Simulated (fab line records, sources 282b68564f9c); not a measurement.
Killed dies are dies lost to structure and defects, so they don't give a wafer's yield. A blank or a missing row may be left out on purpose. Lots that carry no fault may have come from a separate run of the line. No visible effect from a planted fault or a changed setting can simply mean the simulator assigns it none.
Which tool did it? + flow rit-cmos + 8 lots with 24 wafers sampled at 2 steps, on a route of 202 steps

WHAT EACH GAUGE READ, for each wafer
RIT_PRETRO_OVL_MEAS_06.
| lot  | measured    | on         | PRETRO_OVL (nm)      |
|------|-------------|------------|----------------------|
| L950 | day 2 13:08 | overlay-01 | -0.5 -1.8 -0.3       |
| L952 | day 3 02:40 | overlay-01 | 1.1 1.2 0.4          |
| L958 | day 4 06:54 | overlay-01 | -1.2 -2.9 -1.0       |
| L961 | day 4 20:24 | overlay-01 | -151.1 -148.6 -150.2 |
| L963 | day 5 06:41 | overlay-01 | -149.5 -147.7 -147.6 |
| L965 | day 5 15:07 | overlay-01 | 1.3 2.8 0.7          |
| L969 | day 6 14:31 | overlay-02 | -0.5 -1.1 -0.1       |
| L971 | day 6 22:22 | overlay-02 | 0.3 -0.5 1.3         |

WHAT TOOL EACH LOT RAN ON (gives the tool, then ch and the chambers of the sampled wafers, and finally the start)
| lot  | RIT_PRETRO_EXPOSE_03               |
|------|------------------------------------|
| L950 | iline-stepper-01 ch 0, day 2 12:43 |
| L952 | iline-stepper-02 ch 0, day 3 02:14 |
| L958 | iline-stepper-01 ch 0, day 4 06:28 |
| L961 | iline-stepper-01 ch 0, day 4 19:59 |
| L963 | iline-stepper-01 ch 0, day 5 06:17 |
| L965 | iline-stepper-02 ch 0, day 5 14:42 |
| L969 | iline-stepper-02 ch 0, day 6 13:58 |
| L971 | iline-stepper-02 ch 0, day 6 21:56 |
- RIT_PRETRO_EXPOSE_03: exposes mask M5, target cd 43700 nm.

THE ANSWER, worked out from the rows above alone
Rule: what is usual is taken from the lots themselves. The widest of any qualifying gaps counts: lots, ordered by their means at a reading, are off when they make up no more than a third of the lots, leave a main group of 4 or more, and stand apart from it by 3 or more times the standard deviation of that group's means. A main group whose means are all the same, to the digits that the tables above print for the reading, isn't used. Also off: a lot with no number at a reading for which 4 or more lots have one. Any other lot the step has rows for is counted as sound.
Off: L961, L963, at RIT_PRETRO_OVL_MEAS_06 (PRETRO_OVL). Mean -0.0 nm and standard deviation 1.1 in the main group.
If a tool, at a process step before that reading, ran all the lots that are off and no sound lot after the first of them, it fits. The gauges at RIT_PRETRO_OVL_MEAS_06 are tried like those tools. One candidate fits, namely iline-stepper-01 at RIT_PRETRO_EXPOSE_03. A fault onset in the window from L958 (day 4 06:28, its last sound lot) to L961 (day 4 19:59, its first lot off) fits.

WHAT HAD BEEN PUT IN BY THE SIMULATOR
Scanner matching overlay: iline-stepper-01, from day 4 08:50 on, at RIT_PRETRO_EXPOSE_03. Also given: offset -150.
Shown lots that were struck: L961, L963. This agrees with what the rule above found.
